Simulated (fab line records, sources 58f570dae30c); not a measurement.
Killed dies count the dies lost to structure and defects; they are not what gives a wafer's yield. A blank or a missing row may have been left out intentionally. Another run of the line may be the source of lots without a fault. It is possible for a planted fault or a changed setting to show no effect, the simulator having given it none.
Which tool was responsible? | flow berkeleyCmos170 | Sampling: 14 lots, 42 wafers, 6 of 331 route steps

WHAT THE GAUGES READ, wafer by wafer
UCB170_FIELD_THK_MEAS_90. Usual: FIELD_OXIDE_LEFT_1_THK gives 449 nm (standard deviation 12).
lot  | measured    | on           | FIELD_OXIDE_LEFT_1_THK (nm) | flag
L341 | day 5 12:20 | filmMetro-02 | 458 460 458                 | 
L342 | day 6 00:52 | filmMetro-03 | 454 455 458                 | 
L343 | day 6 00:53 | filmMetro-02 | 473 463 467                 | 
L345 | day 6 12:02 | filmMetro-03 | 469 467 461                 | 
L346 | day 6 12:02 | filmMetro-02 | 460 457 451                 | 
L349 | day 6 17:24 | filmMetro-03 | 450 456 455                 | 
L350 | day 6 17:25 | filmMetro-02 | 464 465 468                 | 
L347 | day 6 17:28 | filmMetro-02 | 458 458 453                 | 
L348 | day 6 17:28 | filmMetro-03 | 449 454 453                 | 
L352 | day 7 06:51 | filmMetro-03 | 450 468 467                 | 
L358 | day 8 00:24 | filmMetro-04 | 452 449 456                 | 
L355 | day 8 00:25 | filmMetro-03 | 452 448 443                 | 
L361 | day 8 23:02 | filmMetro-02 | 445 442 445                 | 
L362 | day 8 23:02 | filmMetro-03 | 437 439 441                 | 

UCB170_GATE_CD_MEAS_90: target cd 350 nm. Usual: 350.1 nm for cdNm, sd 1.6.
lot  | measured     | on       | cdNm (nm)         | flag
L341 | day 6 20:10  | cdSem-02 | 349.3 348.6 349.1 | 
L342 | day 6 19:56  | cdSem-01 | 349.6 348.5 349.7 | 
L343 | day 7 04:25  | cdSem-01 | 350.0 350.4 346.9 | 
L345 | day 7 14:20  | cdSem-02 | 352.0 352.6 350.7 | 
L346 | day 7 14:09  | cdSem-01 | 350.2 350.4 349.6 | 
L349 | day 7 19:49  | cdSem-02 | 350.0 348.9 351.6 | 
L350 | day 7 20:50  | cdSem-01 | 347.8 347.8 348.3 | 
L347 | day 7 20:08  | cdSem-02 | 348.9 349.2 350.0 | 
L348 | day 7 21:07  | cdSem-01 | 347.7 347.0 349.3 | 
L352 | day 8 09:38  | cdSem-01 | 352.9 352.3 351.9 | 
L358 | day 9 09:03  | cdSem-02 | 350.7 350.1 351.4 | 
L355 | day 9 08:23  | cdSem-02 | 350.7 349.9 351.4 | 
L361 | day 10 04:44 | cdSem-02 | 350.5 349.2 350.4 | 
L362 | day 10 04:52 | cdSem-02 | 354.9 351.8 353.8 | 

UCB170_M2_RS_MEAS_02: measures by four-point-probe. Usual: M2_AL_RS gives 0.0324 ohm/sq (standard deviation 0.00038).
lot  | measured     | on           | M2_AL_RS (ohm/sq)                         | flag
L341 | day 8 05:06  | filmMetro-03 | 0.0329 0.0327 0.0327                      | 
L342 | day 8 04:46  | filmMetro-02 | 0.0329 0.0330 0.0323                      | 
L343 | day 8 14:40  | filmMetro-02 | 0.0329 0.0325 0.0326                      | 
L345 | day 8 21:27  | filmMetro-04 | 0.0327 0.0329 0.0331                      | 
L346 | day 8 22:32  | filmMetro-03 | 0.0327 0.0320 0.0323                      | 
L349 | day 9 07:16  | filmMetro-02 | 0.0329 0.0326 0.0331                      | 
L350 | day 9 06:58  | filmMetro-04 | 0.0327 0.0320 0.0329                      | 
L347 | day 9 07:10  | filmMetro-04 | 0.0319 0.0321 0.0320                      | 
L348 | day 9 07:34  | filmMetro-04 | 0.0222 0.0223 0.0221 0.0223 0.0223 0.0221 | OFF
L352 | day 9 18:47  | filmMetro-04 | 0.0324 0.0325 0.0323                      | 
L358 | day 10 21:46 | filmMetro-04 | 0.0324 0.0327 0.0321                      | 
L355 | day 10 19:34 | filmMetro-04 | 0.0220 0.0221 0.0219 0.0220 0.0221 0.0219 | OFF
L361 | day 11 16:24 | filmMetro-04 | 0.0320 0.0320 0.0321                      | 
L362 | day 11 16:40 | filmMetro-02 | 0.0320 0.0318 0.0319                      | 

UCB170_M2_THK_MEAS_03: measures by xrf. Usual: M2_AL_THK gives 894 nm (standard deviation 14).
lot  | measured     | on           | M2_AL_THK (nm)                | flag
L341 | day 8 05:13  | filmMetro-03 | 876 879 882                   | 
L342 | day 8 04:53  | filmMetro-02 | 898 892 911                   | 
L343 | day 8 14:46  | filmMetro-02 | 897 909 903                   | 
L345 | day 8 21:34  | filmMetro-04 | 880 865 862                   | 
L346 | day 8 22:39  | filmMetro-03 | 876 891 886                   | 
L349 | day 9 07:23  | filmMetro-02 | 891 895 884                   | 
L350 | day 9 07:05  | filmMetro-04 | 875 894 873                   | 
L347 | day 9 07:16  | filmMetro-04 | 896 892 893                   | 
L348 | day 9 12:32  | filmMetro-04 | 1275 1283 1293 1285 1287 1285 | OFF
L352 | day 9 18:53  | filmMetro-04 | 882 880 884                   | 
L358 | day 10 21:53 | filmMetro-04 | 887 874 895                   | 
L355 | day 11 00:02 | filmMetro-04 | 1296 1296 1309 1295 1297 1302 | OFF
L361 | day 11 16:31 | filmMetro-04 | 896 899 899                   | 
L362 | day 11 16:46 | filmMetro-02 | 909 914 915                   | 

UCB170_M2_CD_MEAS_15: target cd 700 nm. Usual: 699.9 nm for cdNm, sd 1.2.
lot  | measured     | on       | cdNm (nm)         | flag
L341 | day 8 07:50  | cdSem-01 | 699.8 699.3 699.7 | 
L342 | day 8 07:05  | cdSem-01 | 700.1 699.9 699.3 | 
L343 | day 8 16:26  | cdSem-02 | 699.0 698.4 699.3 | 
L345 | day 9 00:41  | cdSem-01 | 701.5 701.7 700.7 | 
L346 | day 9 01:07  | cdSem-02 | 698.4 698.9 699.4 | 
L349 | day 9 10:49  | cdSem-02 | 699.5 701.0 699.1 | 
L350 | day 9 10:17  | cdSem-01 | 699.9 700.0 702.7 | 
L347 | day 9 11:07  | cdSem-02 | 700.9 701.2 699.9 | 
L348 | day 9 19:08  | cdSem-02 | 700.8 700.5 700.5 | 
L352 | day 9 20:46  | cdSem-01 | 699.5 700.1 700.4 | 
L358 | day 11 00:26 | cdSem-02 | 697.8 698.2 699.7 | 
L355 | day 11 04:14 | cdSem-01 | 698.3 699.5 699.2 | 
L361 | day 11 18:39 | cdSem-01 | 701.6 702.3 701.4 | 
L362 | day 11 18:57 | cdSem-02 | 699.6 699.0 699.7 | 

EACH LOT AND THE TOOL THAT RAN IT (in order: tool; ch and the chambers of the sampled wafers; start)
lot  | UCB170_M2_SPUTTER_01
L341 | pvdSputter-03, day 8 05:00
L342 | pvdSputter-01, day 8 04:40
L343 | pvdSputter-03, day 8 14:33
L345 | pvdSputter-03, day 8 21:22
L346 | pvdSputter-01, day 8 22:26
L349 | pvdSputter-03, day 9 07:10
L350 | pvdSputter-01, day 9 06:52
L347 | pvdSputter-02, day 9 07:03
L348 | pvdSputter-01, day 9 07:28
L352 | pvdSputter-03, day 9 18:39
L358 | pvdSputter-03, day 10 21:40
L355 | pvdSputter-01, day 10 19:27
L361 | pvdSputter-03, day 11 16:19
L362 | pvdSputter-02, day 11 16:34
- UCB170_M2_SPUTTER_01: material Al, target thk 900 nm, time 120 s.

AS READ BY THE TOOLS THEMSELVES (means over the sampled wafers that have a number; for cases with no such wafer, the mark the record gives instead)
UCB170_M2_SPUTTER_01. Usual: 30.3 % for throttleValvePct, sd 1.2.
lot  | tool          | throttleValvePct (%) | flag
L341 | pvdSputter-03 | 30.3                 | 
L342 | pvdSputter-01 | 30.7                 | 
L343 | pvdSputter-03 | 29.9                 | 
L345 | pvdSputter-03 | 29.9                 | 
L346 | pvdSputter-01 | 30.8                 | 
L349 | pvdSputter-03 | 29.7                 | 
L350 | pvdSputter-01 | 30.4                 | 
L347 | pvdSputter-02 | 28.6                 | 
L348 | pvdSputter-01 | 30.4                 | 
L352 | pvdSputter-03 | 30.1                 | 
L358 | pvdSputter-03 | 29.9                 | 
L355 | pvdSputter-01 | 31.6                 | 
L361 | pvdSputter-03 | 30.0                 | 
L362 | pvdSputter-02 | 29.6                 | 

THE ANSWER, worked out from the rows above alone
Rule: lot off if the mean of its wafers having a number is beyond 3 standard deviations from the usual mean. Also off: a lot with no number at a reading for which 4 or more lots have one. All remaining lots with rows at the step are treated as sound. First the gauges in route order, then the tools' own readings, where a lot's mean is used as printed above. The first step at which some lot is off is used, and at that step the reading that is off furthest; a lot without a number counts as furthest.
Off: L348, L355, seen at UCB170_M2_RS_MEAS_02 (M2_AL_RS).
If a tool, at a process step before that reading, ran all the lots that are off and no sound lot after the first of them, it fits. The gauges at UCB170_M2_RS_MEAS_02 are tried like those tools. One candidate fits, namely pvdSputter-01 at UCB170_M2_SPUTTER_01. Its last sound lot is L350 (day 9 06:52), its first lot that is off L348 (day 9 07:28): a fault that began between those two fits.

WHAT THE SIMULATOR HAD INSERTED
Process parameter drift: pvdSputter-01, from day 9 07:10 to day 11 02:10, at UCB170_M2_SPUTTER_01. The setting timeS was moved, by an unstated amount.
Lots struck among those shown: L348, L355. Same finding as the rule above.
